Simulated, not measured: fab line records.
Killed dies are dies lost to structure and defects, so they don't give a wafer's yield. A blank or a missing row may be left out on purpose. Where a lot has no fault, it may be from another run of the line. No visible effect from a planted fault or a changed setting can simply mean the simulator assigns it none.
8D (eight disciplines) problem report, filled in by code / flow berkeleyCmos170 / the parts of the form that need people (team, actions taken, sign-off) are left out

## 1. THE PROBLEM
V1_TEOS_THK at UCB170_V1_THK_MEAS_01 reads a mean of 1678 nm on 1 wafer of 1 lot; wafers without a fault read 1996 nm with a standard deviation of 25. Measured from the usual mean, that is -13 standard deviations.
First observed at day 10 14:13: wafer L842.4, on filmMetro-02. Wafers with a number at this step in the record: 37, from 13 lots. Rule for "out" (also "out of limits"): further than 4 standard deviations from the usual mean. The rest of the wafers with a number are treated as sound.

## 2. WHAT IT IS, WHAT IT ISN'T
question=which readings at this step | is=V1_TEOS_THK | is not=-
question=which lots | is=L842 | is not=L830, L832, L834, L837, L839, L840, L841, L846, L847, L848, L849, L850
question=which wafers of those lots | is=all that have a number | is not=-
question=read on which gauges | is=filmMetro-02 | is not=filmMetro-01, filmMetro-04
question=when | is=from day 10 14:13 | is not=up to then (21 sound wafers); but 15 sound wafers of L846, L847, L848, L849, L850 came after

## 3. THE SUSPECTS, EACH WITH WHAT RULES IT OUT
Counting: a tool at any process step up to the reading remains a suspect when it ran all the lots that are out and ran no sound lot after the first of those.
- the gauge at UCB170_V1_THK_MEAS_01: ruled out. All the wafers that are out were read on filmMetro-02, but those of them that UCB170_V1_CVD_00 has rows for are out there too, on other tools.
- plasmaAsher-04 at UCB170_NSD_STRIP_09 (strips in O2): ruled out as a lasting fault. Sound lots L849 ran on it after its first lot that is out, L842 (day 9 12:25).
- pecvd-02 at UCB170_V1_CVD_00 (deposits SiO2 from TEOS/O2, target thk 2000 nm, time 250 s): kept. It ran the lot that is out, L842 (day 10 14:06), and no sound lot after that; its last sound lot up to then is L840 (day 9 15:22). On those wafers its own readings are out: runLengthS.
The count leaves pecvd-02 at UCB170_V1_CVD_00.

## 4. THE CAUSE (what the simulator had put in)
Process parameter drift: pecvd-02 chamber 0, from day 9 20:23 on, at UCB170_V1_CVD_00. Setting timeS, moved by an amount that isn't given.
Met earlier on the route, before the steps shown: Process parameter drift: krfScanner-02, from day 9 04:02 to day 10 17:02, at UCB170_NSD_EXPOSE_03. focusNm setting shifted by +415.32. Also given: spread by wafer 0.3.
After counting, this tool was the only one left.

## 5. THE CHAIN OF EFFECTS, in route order
Each row: a reading where the mean over the struck wafers with a number is more than 3 standard deviations away from the usual. Only readings whose record carries a usual standard deviation are examined. hours: median over the lots of the time between each lot's start at the first step of this table that gives one and its start at this step. sigmas: the change, counted in usual standard deviations.
hours=0; step=UCB170_V1_CVD_00; reading=runLengthS; usual=277.8 s; on struck wafers=235.9; change=-41.9; sigmas=-97
hours=0; step=UCB170_V1_THK_MEAS_01; reading=V1_TEOS_THK; usual=1996 nm; on struck wafers=1678; change=-318; sigmas=-13
Here are the process steps it includes:
- UCB170_V1_CVD_00: deposits SiO2 from TEOS/O2, target thk 2000 nm, time 250 s.
Readings that are blank on the struck wafers while sound wafers have them: rfFwdPowerW at UCB170_V1_CVD_00.
At these later measuring or inspecting steps, every struck wafer for which the step has a row has a number for every such reading, and none has moved that far: UCB170_M2_CD_MEAS_15.

## 6. HOW IT WOULD HAVE BEEN CAUGHT EARLIER
The first out-of-limits reading at a measuring or inspecting step in this record came at day 10 14:13, 18 hours after the fault's start at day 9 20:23.
At UCB170_V1_CVD_00, the tool's own readings (runLengthS) were out on each struck wafer the step has a row for, so an alarm limit on them would have fired on the first such wafer.
By day 10 14:13 the whole set of lots that are out, 1 in number, had already begun UCB170_V1_CVD_00 on pecvd-02. A hold on the tool at that time would have spared none of them.
